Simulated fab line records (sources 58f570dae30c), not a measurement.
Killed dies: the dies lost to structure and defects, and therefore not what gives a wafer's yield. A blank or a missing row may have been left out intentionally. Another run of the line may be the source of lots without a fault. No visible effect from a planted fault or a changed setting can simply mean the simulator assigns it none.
fab line records ; flow berkeley-cmos170
record: lots: 24; wafers: 72; last-day: 13
route steps=331 shown START@1 ACTIVE@75 M1@240 V1@266 V2@307
lots that met no fault: from a run of the same line without faults
start-h: hours from the record's first day to the start of the lot's first wafer shown ; wait-h: time in hours since the lot's previous step ; " unchanged from the row above ; L1.1+2: a single row standing in for several wafers ; - no value present, or no start provided ; * or withheld: withheld ; < > ~ a bound
route shown NAME@n: NAME is a module with steps in the file, n the number in the route of the first one ; usual: the fault-free wafers' mean and standard deviation ; same: alike in all rows ; chamber/n: place in a boat ; sites: per-site readings ; _std_site: the values' standard deviation ; _edge_site: inner sites' mean taken away from outer sites' mean ; radius-mm: for every site, how far away it sits from the centre of the wafer ; mask NAME#n: copy n ; behind: the last tool/chamber to shape the wafer ; hold: cause of the lot's hold/its duration in hours/its outcome ; device: the transistor (n, p or np) that didn't switch ; end of line: at the end of the route, the tests of the same wafers ; step lacking rows: just its recipe ; killed: count of dies lost to structure and defects at first sort (not the wafer's yield) ; map: per-die view of a wafer (x killed, . not killed, _ where there is no die)
set.NAME: the run value of the setting; set.NAME@STEP: its run value at that earlier step ; model.NAME: the simulator's own value behind a step, which no gauge read
route steps across a sampled set of lots; one table per step, one row per wafer
services: the hour from which a tool's chamber was out of use, counted from the record's first day as start-h (under 0 if before that day), plus the number of hours and why
== steps ==
step: UCB170_START_BOW_MEAS_00
recipe: mode: bow
usual: INCOMING_BOW: 1/6.4
lot.wafer;tool;chamber;start-h;wait-h;INCOMING_BOW[um]
L074.3;film-metro-03;-;10.04;-;8
L074.4;film-metro-03;-;10.04;-;3
L074.5;film-metro-03;-;10.04;-;1
L075.1;film-metro-04;-;15.00;-;2
L075.4;film-metro-04;-;15.00;-;10
L075.5;film-metro-04;-;15.00;-;6
L076.1;film-metro-04;-;20.00;-;-1
L076.3;film-metro-04;-;20.00;-;1
L076.4;film-metro-04;-;20.00;-;-7
L077.1;film-metro-02;-;25.00;-;-4
L077.3;film-metro-02;-;25.00;-;-1
L077.4;film-metro-02;-;25.00;-;0
L078.3;film-metro-03;-;30.04;-;-5
L078.4;film-metro-03;-;30.04;-;1
L078.5;film-metro-03;-;30.04;-;2
L079.3;film-metro-03;-;35.04;-;4
L079.5;film-metro-03;-;35.04;-;-8
L079.6;film-metro-03;-;35.04;-;4
L080.1;film-metro-04;-;40.00;-;-3
L080.2;film-metro-04;-;40.00;-;-8
L080.5;film-metro-04;-;40.00;-;-4
L081.3;film-metro-04;-;45.04;-;-4
L081.4;film-metro-04;-;45.04;-;6
L081.6;film-metro-04;-;45.04;-;1
L082.2;film-metro-04;-;50.02;-;-4
L082.3;film-metro-04;-;50.02;-;6
L082.6;film-metro-04;-;50.02;-;-2
L083.2;film-metro-02;-;55.02;-;-8
L083.5;film-metro-02;-;55.02;-;4
L083.6;film-metro-02;-;55.02;-;-3
L084.1;film-metro-03;-;60.00;-;-11
L084.5;film-metro-03;-;60.00;-;14
L084.6;film-metro-03;-;60.00;-;4
L085.4;film-metro-04;-;65.06;-;7
L085.5;film-metro-04;-;65.06;-;-6
L085.6;film-metro-04;-;65.06;-;-7
L086.1;film-metro-04;-;70.00;-;-1
L086.2;film-metro-04;-;70.00;-;2
L086.6;film-metro-04;-;70.00;-;-8
L087.2;film-metro-03;-;75.02;-;-1
L087.3;film-metro-03;-;75.02;-;-3
L087.4;film-metro-03;-;75.02;-;3
L088.2;film-metro-02;-;80.02;-;-2
L088.4;film-metro-02;-;80.02;-;-5
L088.5;film-metro-02;-;80.02;-;3
L089.2;film-metro-02;-;85.02;-;4
L089.3;film-metro-02;-;85.02;-;12
L089.5;film-metro-02;-;85.02;-;1
L090.2;film-metro-02;-;90.02;-;-11
L090.3;film-metro-02;-;90.02;-;14
L090.4;film-metro-02;-;90.02;-;3
L091.2;film-metro-02;-;95.04;-;7
L091.3;film-metro-02;-;95.04;-;0
L091.6;film-metro-02;-;95.04;-;1
L092.1;film-metro-04;-;100.00;-;-1
L092.2;film-metro-04;-;100.00;-;7
L092.5;film-metro-04;-;100.00;-;-5
L093.1;film-metro-02;-;105.00;-;5
L093.3;film-metro-02;-;105.00;-;2
L093.4;film-metro-02;-;105.00;-;-7
L094.1;film-metro-04;-;110.00;-;1
L094.3;film-metro-04;-;110.00;-;-12
L094.4;film-metro-04;-;110.00;-;-14
L095.2;film-metro-02;-;115.02;-;-4
L095.5;film-metro-02;-;115.02;-;3
L095.6;film-metro-02;-;115.02;-;-10
L096.3;film-metro-04;-;120.04;-;12
L096.5;film-metro-04;-;120.04;-;-2
L096.6;film-metro-04;-;120.04;-;-3
L097.2;film-metro-04;-;125.02;-;9
L097.3;film-metro-04;-;125.02;-;4
L097.6;film-metro-04;-;125.02;-;4
step: UCB170_ACTIVE_ETCH_15
recipe: chemistry: CH3F/Ar/O2; target: Si3N4; stop-on: SiO2; CH3F_flow_sccm: 20; Ar_flow_sccm: 50; O2_flow_sccm: 7; pressure-mtorr: 50; rf-w: 450; target-depth-a: 2420; over-etch-frac: 0.1; time-s: 151
usual: CH3F_flow_sccm: 19.99/0.059; drypump-motor-current-A: 5.9/0.57; oes-product-au: 0.954/0.017; throttle-valve-pct: 7.98/0.13
lot.wafer;tool;chamber;start-h;wait-h;CH3F_flow_sccm;drypump-motor-current-A;oes-product-au;rf-hours-counter-h;throttle-valve-pct
L074.3;rie-diel-02;3;92.00;0.0;19.97;5.7;0.963;89;8.18
L074.4;rie-diel-02;0;92.00;0.0;19.95;6.1;0.970;8;7.83
L074.5;rie-diel-02;1;92.00;0.0;20.01;6.3;0.942;-;8.05
L077.1;rie-diel-03;0;108.11;0.0;19.95;6.4;0.935;150;8.22
L077.3;rie-diel-03;3;108.11;0.0;19.96;6.3;0.933;50;7.99
L077.4;rie-diel-03;2;108.11;0.0;19.97;6.4;0.955;2;8.00
L075.1;rie-diel-02;1;108.35;0.0;19.93;6.3;0.942;4;8.05
L075.4;rie-diel-02;0;108.35;0.0;20.06;6.1;0.967;9;7.84
L075.5;rie-diel-02;1;108.35;0.0;19.89;6.3;0.948;-;8.05
L076.1;rie-diel-04;2;109.00;0.0;20.15;5.9;0.957;57;7.90
L076.3;rie-diel-04;3;109.00;0.0;20.02;5.2;0.936;8;7.97
L076.4;rie-diel-04;1;109.00;0.0;19.92;5.7;0.958;96;7.87
L078.3;rie-diel-03;2;121.06;0.0;20.03;6.4;0.954;3;8.00
L078.4;rie-diel-03;3;121.06;0.0;19.87;6.3;0.929;50;7.98
L078.5;rie-diel-03;1;121.06;0.0;20.04;6.2;0.939;-;7.89
L079.3;rie-diel-02;0;121.30;0.0;19.96;6.1;0.969;10;7.83
L079.5;rie-diel-02;0;121.30;0.0;19.89;6.1;0.963;-;7.84
L079.6;rie-diel-02;1;121.30;0.0;20.00;6.3;0.950;-;8.06
L080.1;rie-diel-03;1;127.99;0.0;19.94;6.2;0.941;36;7.86
L080.2;rie-diel-03;3;127.99;0.0;19.91;6.3;0.922;51;7.97
L080.5;rie-diel-03;2;127.99;0.0;19.92;6.4;0.956;-;7.99
L081.3;rie-diel-02;2;128.26;0.0;20.08;4.7;0.971;100;7.86
L081.4;rie-diel-02;3;128.26;0.0;19.89;5.7;0.974;90;8.20
L081.6;rie-diel-02;2;128.26;0.0;20.08;4.7;0.967;-;7.84
L082.2;rie-diel-02;3;136.18;0.0;19.98;5.7;0.974;90;8.19
L082.3;rie-diel-02;2;136.18;0.0;19.93;4.7;0.973;100;7.85
L082.6;rie-diel-02;2;136.18;0.0;19.97;4.7;0.970;-;7.87
L083.2;rie-diel-03;1;141.53;0.0;19.97;6.2;0.956;37;7.90
L083.5;rie-diel-03;2;141.53;0.0;19.97;6.4;0.957;-;7.99
L083.6;rie-diel-03;1;141.53;0.0;20.00;6.2;0.955;-;7.87
L084.1;rie-diel-02;0;141.77;0.0;20.04;6.1;0.969;11;7.82
L084.5;rie-diel-02;2;141.77;0.0;20.02;4.7;0.970;-;7.85
L084.6;rie-diel-02;0;141.77;0.0;19.99;6.1;0.977;-;7.83
L085.4;rie-diel-04;1;150.65;0.0;19.91;5.7;0.961;98;7.88
L085.5;rie-diel-04;1;150.65;0.0;19.96;5.7;0.946;-;7.85
L085.6;rie-diel-04;0;150.65;0.0;19.93;5.2;0.920;-;7.99
L086.1;rie-diel-02;2;151.47;0.0;20.00;4.7;0.970;101;7.85
L086.2;rie-diel-02;0;151.47;0.0;19.99;6.1;0.983;11;7.84
L086.6;rie-diel-02;0;151.47;0.0;20.05;6.1;0.981;-;7.83
L087.2;rie-diel-02;1;162.83;0.0;19.92;6.3;0.949;6;8.05
L087.3;rie-diel-02;2;162.83;0.0;19.95;4.7;0.976;102;7.86
L087.4;rie-diel-02;3;162.83;0.0;20.00;5.7;0.972;92;8.17
L088.2;rie-diel-03;2;163.07;0.0;20.04;6.4;0.939;5;8.00
L088.4;rie-diel-03;3;163.07;0.0;20.09;6.3;0.935;52;7.98
L088.5;rie-diel-03;1;163.07;0.0;20.13;6.2;0.947;-;7.88
L090.2;rie-diel-03;1;179.36;0.0;19.90;6.2;0.955;39;7.90
L090.3;rie-diel-03;3;179.36;0.0;20.00;6.3;0.927;53;7.99
L090.4;rie-diel-03;3;179.36;0.0;19.95;6.3;0.933;-;7.98
L089.2;rie-diel-02;3;179.61;0.0;19.88;5.7;0.974;92;8.18
L089.3;rie-diel-02;2;179.61;0.0;20.03;4.6;0.959;102;7.85
L089.5;rie-diel-02;0;179.61;0.0;19.91;6.1;0.971;-;7.84
L091.2;rie-diel-03;1;186.12;0.0;20.02;6.2;0.945;40;7.89
L091.3;rie-diel-03;2;186.12;0.0;20.05;6.4;0.945;6;8.00
L091.6;rie-diel-03;3;186.12;0.0;20.01;6.3;0.913;-;7.98
L092.1;rie-diel-03;3;193.11;0.0;19.95;6.3;0.929;54;7.97
L092.2;rie-diel-03;2;193.11;0.0;19.94;6.4;0.964;7;7.99
L092.5;rie-diel-03;1;193.11;0.0;20.03;6.2;0.954;-;7.89
L093.1;rie-diel-02;1;193.35;0.0;20.14;6.3;0.942;8;8.06
L093.3;rie-diel-02;0;193.35;0.0;20.01;6.1;0.970;13;7.81
L093.4;rie-diel-02;1;193.35;0.0;19.99;6.4;0.947;-;8.04
L094.1;rie-diel-04;2;202.78;0.0;20.04;5.9;0.957;61;7.92
L094.3;rie-diel-04;3;202.78;0.0;19.91;5.2;0.938;11;7.98
L094.4;rie-diel-04;0;202.78;0.0;20.02;5.3;0.924;37;7.96
L095.2;rie-diel-03;1;203.00;0.0;20.08;6.2;0.959;41;7.88
L095.5;rie-diel-03;2;203.00;0.0;20.10;6.4;0.956;-;8.00
L095.6;rie-diel-03;1;203.00;0.0;20.07;6.2;0.950;-;7.87
L097.2;rie-diel-04;0;216.79;0.0;19.96;5.3;0.932;37;7.98
L097.3;rie-diel-04;1;216.79;0.0;20.02;5.7;0.959;101;7.85
L097.6;rie-diel-04;0;216.79;0.0;19.99;5.3;0.936;-;7.96
L096.3;rie-diel-02;1;217.06;0.0;19.98;6.3;0.960;9;8.06
L096.5;rie-diel-02;3;217.06;0.0;20.06;5.7;0.985;-;8.19
L096.6;rie-diel-02;2;217.06;0.0;20.08;4.7;0.974;-;7.87
step: UCB170_M1_THK_MEAS_02
recipe: thk-meas-gauge: xrf; reads: Al_of_M1_SPUTTER_00
usual: M1_AL_THK: 602/6.5
lot.wafer;tool;chamber;start-h;wait-h;M1_AL_THK[nm]
L074.3;film-metro-03;-;173.31;0.1;610
L074.4;film-metro-03;-;173.31;0.1;615
L074.5;film-metro-03;-;173.31;0.1;612
L077.1;film-metro-02;-;195.85;0.1;598
L077.3;film-metro-02;-;195.85;0.1;599
L077.4;film-metro-02;-;195.85;0.1;598
L075.1;film-metro-04;-;197.60;0.1;607
L075.4;film-metro-04;-;197.60;0.1;605
L075.5;film-metro-04;-;197.60;0.1;606
L076.1;film-metro-03;-;197.92;0.1;608
L076.3;film-metro-03;-;197.92;0.1;604
L076.4;film-metro-03;-;197.92;0.1;602
L078.3;film-metro-04;-;206.71;0.1;599
L078.4;film-metro-04;-;206.71;0.1;599
L078.5;film-metro-04;-;206.71;0.1;596
L080.1;film-metro-02;-;207.29;0.1;583
L080.2;film-metro-02;-;207.29;0.1;590
L080.5;film-metro-02;-;207.29;0.1;585
L079.3;film-metro-02;-;209.15;0.1;599
L079.5;film-metro-02;-;209.15;0.1;592
L079.6;film-metro-02;-;209.15;0.1;600
L081.3;film-metro-03;-;209.46;0.1;600
L081.4;film-metro-03;-;209.46;0.1;600
L081.6;film-metro-03;-;209.46;0.1;603
L082.2;film-metro-03;-;228.85;0.1;606
L082.3;film-metro-03;-;228.85;0.1;604
L082.6;film-metro-03;-;228.85;0.1;605
L085.4;film-metro-03;-;230.88;0.1;606
L085.5;film-metro-03;-;230.88;0.1;602
L085.6;film-metro-03;-;230.88;0.1;603
L083.2;film-metro-04;-;231.09;0.1;596
L083.5;film-metro-04;-;231.09;0.1;593
L083.6;film-metro-04;-;231.09;0.1;593
L084.1;film-metro-03;-;231.27;0.1;606
L084.5;film-metro-03;-;231.27;0.1;606
L084.6;film-metro-03;-;231.27;0.1;609
L086.1;film-metro-02;-;232.88;0.1;596
L086.2;film-metro-02;-;232.88;0.1;593
L086.6;film-metro-02;-;232.88;0.1;594
L087.2;film-metro-04;-;255.53;0.1;600
L087.3;film-metro-04;-;255.53;0.1;602
L087.4;film-metro-04;-;255.53;0.1;601
L088.2;film-metro-03;-;256.49;0.1;611
L088.4;film-metro-03;-;256.49;0.1;606
L088.5;film-metro-03;-;256.49;0.1;612
L089.2;film-metro-04;-;263.05;0.1;616
L089.3;film-metro-04;-;263.05;0.1;612
L089.5;film-metro-04;-;263.05;0.1;606
L090.2;film-metro-04;-;263.35;0.1;605
L090.3;film-metro-04;-;263.35;0.1;600
L090.4;film-metro-04;-;263.35;0.1;598
L092.1;film-metro-03;-;271.70;0.1;607
L092.2;film-metro-03;-;271.70;0.1;613
L092.5;film-metro-03;-;271.70;0.1;599
L093.1;film-metro-04;-;272.48;0.1;596
L093.3;film-metro-04;-;272.48;0.1;596
L093.4;film-metro-04;-;272.48;0.1;594
L091.2;film-metro-02;-;274.78;0.1;604
L091.3;film-metro-02;-;274.78;0.1;599
L091.6;film-metro-02;-;274.78;0.1;604
L095.2;film-metro-04;-;284.03;0.1;598
L095.5;film-metro-04;-;284.03;0.1;608
L095.6;film-metro-04;-;284.03;0.1;605
L094.1;film-metro-04;-;284.38;0.1;601
L094.3;film-metro-04;-;284.38;0.1;599
L094.4;film-metro-04;-;284.38;0.1;607
L096.3;film-metro-04;-;298.04;0.1;604
L096.5;film-metro-04;-;298.04;0.1;598
L096.6;film-metro-04;-;298.04;0.1;601
L097.2;film-metro-04;-;302.00;0.1;592
L097.3;film-metro-04;-;302.00;0.1;597
L097.6;film-metro-04;-;302.00;0.1;601
step: UCB170_V1_CD_MEAS_12
recipe: target-cd-nm: 700
usual: cd-nm: 699.5/1.7
lot.wafer;tool;chamber;start-h;wait-h;cd-nm
L074.3;cd-sem-02;-;178.44;-;699.5
L074.4;cd-sem-02;-;178.44;-;699.7
L074.5;cd-sem-02;-;178.44;-;698.9
L077.1;cd-sem-02;-;200.49;-;702.2
L077.3;cd-sem-02;-;200.49;-;703.1
L077.4;cd-sem-02;-;200.49;-;701.9
L075.1;cd-sem-02;-;202.50;-;700.1
L075.4;cd-sem-02;-;202.50;-;699.4
L075.5;cd-sem-02;-;202.50;-;700.2
L076.1;cd-sem-02;-;203.73;-;698.8
L076.3;cd-sem-02;-;203.73;-;698.4
L076.4;cd-sem-02;-;203.73;-;698.0
L078.3;cd-sem-02;-;214.72;-;697.2
L078.4;cd-sem-02;-;214.72;-;698.5
L078.5;cd-sem-02;-;214.72;-;698.1
L080.1;cd-sem-02;-;215.35;-;698.0
L080.2;cd-sem-02;-;215.35;-;696.4
L080.5;cd-sem-02;-;215.35;-;696.6
L079.3;cd-sem-02;-;215.51;-;699.5
L079.5;cd-sem-02;-;215.51;-;699.8
L079.6;cd-sem-02;-;215.51;-;699.1
L081.3;cd-sem-02;-;215.63;-;700.5
L081.4;cd-sem-02;-;215.63;-;699.8
L081.6;cd-sem-02;-;215.63;-;700.7
L082.2;cd-sem-02;-;234.10;-;698.3
L082.3;cd-sem-02;-;234.10;-;700.5
L082.6;cd-sem-02;-;234.10;-;699.0
L085.4;cd-sem-01;-;237.07;-;698.4
L085.5;cd-sem-01;-;237.07;-;696.6
L085.6;cd-sem-01;-;237.07;-;696.6
L083.2;cd-sem-02;-;237.62;-;698.6
L083.5;cd-sem-02;-;237.62;-;697.4
L083.6;cd-sem-02;-;237.62;-;696.3
L084.1;cd-sem-02;-;238.49;-;698.6
L084.5;cd-sem-02;-;238.49;-;696.4
L084.6;cd-sem-02;-;238.49;-;697.0
L086.1;cd-sem-01;-;239.21;-;700.2
L086.2;cd-sem-01;-;239.21;-;699.9
L086.6;cd-sem-01;-;239.21;-;699.1
L087.2;cd-sem-02;-;261.73;-;697.9
L087.3;cd-sem-02;-;261.73;-;697.6
L087.4;cd-sem-02;-;261.73;-;698.0
L088.2;cd-sem-02;-;262.10;-;701.6
L088.4;cd-sem-02;-;262.10;-;701.1
L088.5;cd-sem-02;-;262.10;-;701.2
L089.2;cd-sem-02;-;269.73;-;697.9
L089.3;cd-sem-02;-;269.73;-;699.9
L089.5;cd-sem-02;-;269.73;-;698.3
L090.2;cd-sem-01;-;270.15;-;703.3
L090.3;cd-sem-01;-;270.15;-;701.8
L090.4;cd-sem-01;-;270.15;-;701.5
L092.1;cd-sem-01;-;276.93;-;698.9
L092.2;cd-sem-01;-;276.93;-;697.0
L092.5;cd-sem-01;-;276.93;-;696.6
L093.1;cd-sem-02;-;277.99;-;701.2
L093.3;cd-sem-02;-;277.99;-;700.0
L093.4;cd-sem-02;-;277.99;-;698.9
L091.2;cd-sem-02;-;282.86;-;697.9
L091.3;cd-sem-02;-;282.86;-;698.0
L091.6;cd-sem-02;-;282.86;-;698.4
L095.2;cd-sem-01;-;291.27;-;701.6
L095.5;cd-sem-01;-;291.27;-;700.2
L095.6;cd-sem-01;-;291.27;-;700.5
L094.1;cd-sem-02;-;291.52;-;702.6
L094.3;cd-sem-02;-;291.52;-;701.4
L094.4;cd-sem-02;-;291.52;-;702.2
L096.3;cd-sem-01;-;302.68;-;701.6
L096.5;cd-sem-01;-;302.68;-;700.2
L096.6;cd-sem-01;-;302.68;-;701.9
L097.2;cd-sem-01;-;307.04;-;700.5
L097.3;cd-sem-01;-;307.04;-;702.4
L097.6;cd-sem-01;-;307.04;-;700.9
step: UCB170_V1_CD_MEAS_90
recipe: target-cd-nm: 700
usual: cd-nm: 699.4/1.7
lot.wafer;tool;chamber;start-h;wait-h;cd-nm
L074.3;cd-sem-02;-;178.88;0.1;699.3
L074.4;cd-sem-02;-;178.88;0.1;699.8
L074.5;cd-sem-02;-;178.88;0.1;698.9
L077.1;cd-sem-02;-;200.93;0.1;702.3
L077.3;cd-sem-02;-;200.93;0.1;703.7
L077.4;cd-sem-02;-;200.93;0.1;701.8
L075.1;cd-sem-02;-;202.96;0.1;699.0
L075.4;cd-sem-02;-;202.96;0.1;699.1
L075.5;cd-sem-02;-;202.96;0.1;700.2
L076.1;cd-sem-02;-;204.16;0.1;698.6
L076.3;cd-sem-02;-;204.16;0.1;698.4
L076.4;cd-sem-02;-;204.16;0.1;698.1
L078.3;cd-sem-02;-;215.15;0.1;696.7
L078.4;cd-sem-02;-;215.15;0.1;698.1
L078.5;cd-sem-02;-;215.15;0.1;697.7
L080.1;cd-sem-02;-;215.78;0.1;697.6
L080.2;cd-sem-02;-;215.78;0.1;695.4
L080.5;cd-sem-02;-;215.78;0.1;696.0
L079.3;cd-sem-02;-;215.94;0.1;700.1
L079.5;cd-sem-02;-;215.94;0.1;700.1
L079.6;cd-sem-02;-;215.94;0.1;699.2
L081.3;cd-sem-02;-;216.06;0.1;700.1
L081.4;cd-sem-02;-;216.06;0.1;700.6
L081.6;cd-sem-02;-;216.06;0.1;701.1
L082.2;cd-sem-02;-;234.53;0.1;697.9
L082.3;cd-sem-02;-;234.53;0.1;700.1
L082.6;cd-sem-02;-;234.53;0.1;699.6
L085.4;cd-sem-01;-;237.50;0.1;698.5
L085.5;cd-sem-01;-;237.50;0.1;696.8
L085.6;cd-sem-01;-;237.50;0.1;696.6
L083.2;cd-sem-02;-;238.06;0.1;699.6
L083.5;cd-sem-02;-;238.06;0.1;698.0
L083.6;cd-sem-02;-;238.06;0.1;697.6
L084.1;cd-sem-02;-;238.92;0.1;698.5
L084.5;cd-sem-02;-;238.92;0.1;696.0
L084.6;cd-sem-02;-;238.92;0.1;696.5
L086.1;cd-sem-01;-;239.65;0.1;700.2
L086.2;cd-sem-01;-;239.65;0.1;700.9
L086.6;cd-sem-01;-;239.65;0.1;698.6
L087.2;cd-sem-02;-;262.22;0.1;697.0
L087.3;cd-sem-02;-;262.22;0.1;697.9
L087.4;cd-sem-02;-;262.22;0.1;698.4
L088.2;cd-sem-01;-;262.54;0.1;701.2
L088.4;cd-sem-01;-;262.54;0.1;700.4
L088.5;cd-sem-01;-;262.54;0.1;701.0
L089.2;cd-sem-02;-;270.17;0.1;698.1
L089.3;cd-sem-02;-;270.17;0.1;699.5
L089.5;cd-sem-02;-;270.17;0.1;698.7
L090.2;cd-sem-02;-;270.59;0.1;703.1
L090.3;cd-sem-02;-;270.59;0.1;702.0
L090.4;cd-sem-02;-;270.59;0.1;700.7
L092.1;cd-sem-01;-;277.37;0.1;699.4
L092.2;cd-sem-01;-;277.37;0.1;696.8
L092.5;cd-sem-01;-;277.37;0.1;696.5
L093.1;cd-sem-02;-;278.43;0.1;701.0
L093.3;cd-sem-02;-;278.43;0.1;699.7
L093.4;cd-sem-02;-;278.43;0.1;698.4
L091.2;cd-sem-01;-;283.38;0.2;697.9
L091.3;cd-sem-01;-;283.38;0.2;697.9
L091.6;cd-sem-01;-;283.38;0.2;698.9
L095.2;cd-sem-02;-;291.70;0.1;700.2
L095.5;cd-sem-02;-;291.70;0.1;698.5
L095.6;cd-sem-02;-;291.70;0.1;699.7
L094.1;cd-sem-01;-;291.96;0.1;701.9
L094.3;cd-sem-01;-;291.96;0.1;702.1
L094.4;cd-sem-01;-;291.96;0.1;702.0
L096.3;cd-sem-02;-;303.11;0.1;701.2
L096.5;cd-sem-02;-;303.11;0.1;700.0
L096.6;cd-sem-02;-;303.11;0.1;700.9
L097.2;cd-sem-02;-;307.48;0.1;699.9
L097.3;cd-sem-02;-;307.48;0.1;702.6
L097.6;cd-sem-02;-;307.48;0.1;702.0
step: UCB170_V2_STRIP_15
recipe: chemistry: O2; power-w: 400; pressure-mtorr: 3500; platen-temp-c: withheld; o2-flow-sccm: 400; overash-fraction: 0.5
usual: drypump-motor-current-A: 5.5/0.65; oes-product-au: 0.722/0.0044; strip-time-to-endpoint-s: 15.35/0.1
lot.wafer;tool;chamber;start-h;wait-h;drypump-motor-current-A;oes-product-au;rf-hours-counter-h;strip-time-to-endpoint-s
L074.3;plasma-asher-04;0;186.60;0.1;4.9;0.718;-;15.39
L074.4;plasma-asher-04;1;186.60;0.1;5.4;0.730;-;15.36
L074.5;plasma-asher-04;1;186.60;0.1;5.4;0.726;-;15.45
L077.1;plasma-asher-04;0;205.92;0.1;4.9;0.721;45;15.35
L077.3;plasma-asher-04;1;205.92;0.1;5.4;0.725;-;15.49
L077.4;plasma-asher-04;0;205.92;0.1;4.9;0.722;-;15.40
L075.1;plasma-asher-02;0;208.15;0.1;6.2;0.726;40;15.26
L075.4;plasma-asher-02;0;208.15;0.1;6.1;0.725;-;15.36
L075.5;plasma-asher-02;0;208.15;0.1;6.2;0.713;-;15.29
L076.1;plasma-asher-02;1;210.02;0.1;6.6;0.728;40;15.48
L076.3;plasma-asher-02;0;210.02;0.1;6.1;0.718;-;15.43
L076.4;plasma-asher-02;1;210.02;0.1;6.6;0.729;-;15.42
L078.3;plasma-asher-04;1;222.03;0.1;5.4;0.727;-;15.29
L078.4;plasma-asher-04;0;222.03;0.1;4.9;0.726;-;15.43
L078.5;plasma-asher-04;1;222.03;0.1;5.4;0.722;-;15.39
L081.3;plasma-asher-03;0;224.79;0.1;6.0;0.719;-;15.47
L081.4;plasma-asher-03;1;224.79;0.1;4.7;0.717;-;15.42
L081.6;plasma-asher-03;0;224.79;0.1;6.0;0.719;-;15.48
L079.3;plasma-asher-04;0;224.91;0.1;4.9;0.730;-;15.13
L079.5;plasma-asher-04;1;224.91;0.1;5.3;0.722;-;15.18
L079.6;plasma-asher-04;0;224.91;0.1;4.9;0.730;-;15.19
L080.1;plasma-asher-02;0;224.97;0.1;6.1;0.724;42;15.36
L080.2;plasma-asher-02;1;224.97;0.1;6.6;0.726;42;15.28
L080.5;plasma-asher-02;0;224.97;0.1;6.1;0.730;-;15.35
L082.2;plasma-asher-04;0;242.09;0.1;4.9;0.719;49;15.15
L082.3;plasma-asher-04;1;242.09;0.1;5.4;0.730;-;15.34
L082.6;plasma-asher-04;1;242.09;0.1;5.4;0.725;-;15.30
L085.4;plasma-asher-02;1;242.97;0.0;6.6;0.722;-;15.50
L085.5;plasma-asher-02;1;242.97;0.0;6.6;0.724;-;15.38
L085.6;plasma-asher-02;0;242.97;0.0;6.1;0.715;-;15.26
L083.2;plasma-asher-04;0;244.22;0.1;4.9;0.724;50;15.10
L083.5;plasma-asher-04;1;244.22;0.1;5.4;0.724;-;15.35
L083.6;plasma-asher-04;0;244.22;0.1;4.9;0.716;-;15.20
L084.1;plasma-asher-03;0;244.77;0.1;6.0;0.718;52;15.34
L084.5;plasma-asher-03;1;244.77;0.1;4.6;0.718;-;15.38
L084.6;plasma-asher-03;0;244.77;0.1;5.9;0.726;-;15.34
L086.1;plasma-asher-03;0;245.56;0.2;6.0;0.718;52;15.20
L086.2;plasma-asher-03;1;245.56;0.2;4.7;0.722;52;15.45
L086.6;plasma-asher-03;1;245.56;0.2;4.7;0.725;-;15.14
L087.2;plasma-asher-02;0;268.41;0.1;6.1;0.718;47;15.29
L087.3;plasma-asher-02;0;268.41;0.1;6.1;0.724;-;15.27
L087.4;plasma-asher-02;1;268.41;0.1;6.6;0.726;-;15.34
L088.2;plasma-asher-03;1;268.65;0.1;4.7;0.719;55;15.32
L088.4;plasma-asher-03;1;268.65;0.1;4.6;0.723;-;15.32
L088.5;plasma-asher-03;1;268.65;0.1;4.6;0.715;-;15.39
L089.2;plasma-asher-04;1;275.90;0.1;5.4;0.729;53;15.25
L089.3;plasma-asher-04;0;275.90;0.1;4.9;0.727;-;15.37
L089.5;plasma-asher-04;0;275.90;0.1;4.9;0.721;-;15.30
L090.2;plasma-asher-03;1;276.71;0.1;4.7;0.720;56;15.40
L090.3;plasma-asher-03;0;276.71;0.1;6.0;0.724;-;15.54
L090.4;plasma-asher-03;1;276.71;0.1;4.6;0.732;-;15.53
L092.1;plasma-asher-03;0;282.04;0.1;6.0;0.720;56;15.50
L092.2;plasma-asher-03;1;282.04;0.1;4.7;0.719;56;15.46
L092.5;plasma-asher-03;0;282.04;0.1;6.0;0.726;-;15.48
L093.1;plasma-asher-04;0;283.57;0.1;4.9;0.724;54;15.33
L093.3;plasma-asher-04;1;283.57;0.1;5.4;0.715;-;15.30
L093.4;plasma-asher-04;0;283.57;0.1;4.9;0.719;-;15.34
L091.2;plasma-asher-04;1;289.29;0.1;5.4;0.715;55;15.23
L091.3;plasma-asher-04;0;289.29;0.1;4.9;0.722;-;15.30
L091.6;plasma-asher-04;0;289.29;0.1;4.9;0.722;-;15.25
L095.2;plasma-asher-04;1;297.13;0.1;5.4;0.721;55;15.58
L095.5;plasma-asher-04;0;297.13;0.1;4.9;0.717;-;15.52
L095.6;plasma-asher-04;1;297.13;0.1;5.4;0.721;-;15.38
L094.1;plasma-asher-03;0;297.42;0.1;6.0;0.725;58;15.50
L094.3;plasma-asher-03;1;297.42;0.1;4.7;0.714;-;15.35
L094.4;plasma-asher-03;0;297.42;0.1;6.0;0.719;-;15.46
L096.3;plasma-asher-03;1;309.43;0.1;4.7;0.721;-;15.36
L096.5;plasma-asher-03;0;309.43;0.1;6.0;0.720;-;15.27
L096.6;plasma-asher-03;1;309.43;0.1;4.7;0.730;-;15.16
L097.2;plasma-asher-03;0;314.26;0.1;6.0;0.724;60;15.32
L097.3;plasma-asher-03;0;314.26;0.1;6.0;0.720;-;15.32
L097.6;plasma-asher-03;0;314.26;0.1;6.0;0.721;-;15.28
== services ==
tool;chamber;start-h;hours;kind
rie-diel-03;0;97.21;6.2;repair
plasma-asher-04;-;117.67;1.4;repair
plasma-asher-04;-;121.88;6.6;repair
rie-diel-04;2;122.54;4.4;repair
plasma-asher-03;-;123.51;3.5;repair
plasma-asher-04;-;132.59;3.6;repair
rie-diel-02;1;136.08;7.0;repair
rie-diel-03;0;165.17;-;clean
rie-diel-04;3;170.51;8.8;repair
plasma-asher-04;-;173.59;2.8;repair
rie-diel-02;3;183.62;18.6;repair
rie-diel-03;3;201.23;7.4;repair
rie-diel-02;0;211.67;10.0;repair
rie-diel-04;3;223.68;4.9;repair
rie-diel-04;-;232.76;28.1;pm
rie-diel-03;2;240.98;5.3;repair
rie-diel-03;1;245.03;21.2;repair
rie-diel-02;-;250.91;1.6;repair
rie-diel-02;1;266.71;11.8;repair
rie-diel-04;-;282.21;0.4;repair
rie-diel-02;3;286.43;9.5;repair
plasma-asher-04;-;286.89;0.9;repair
plasma-asher-04;-;292.79;3.0;repair
rie-diel-02;2;310.87;6.6;repair
== key ==
fault none
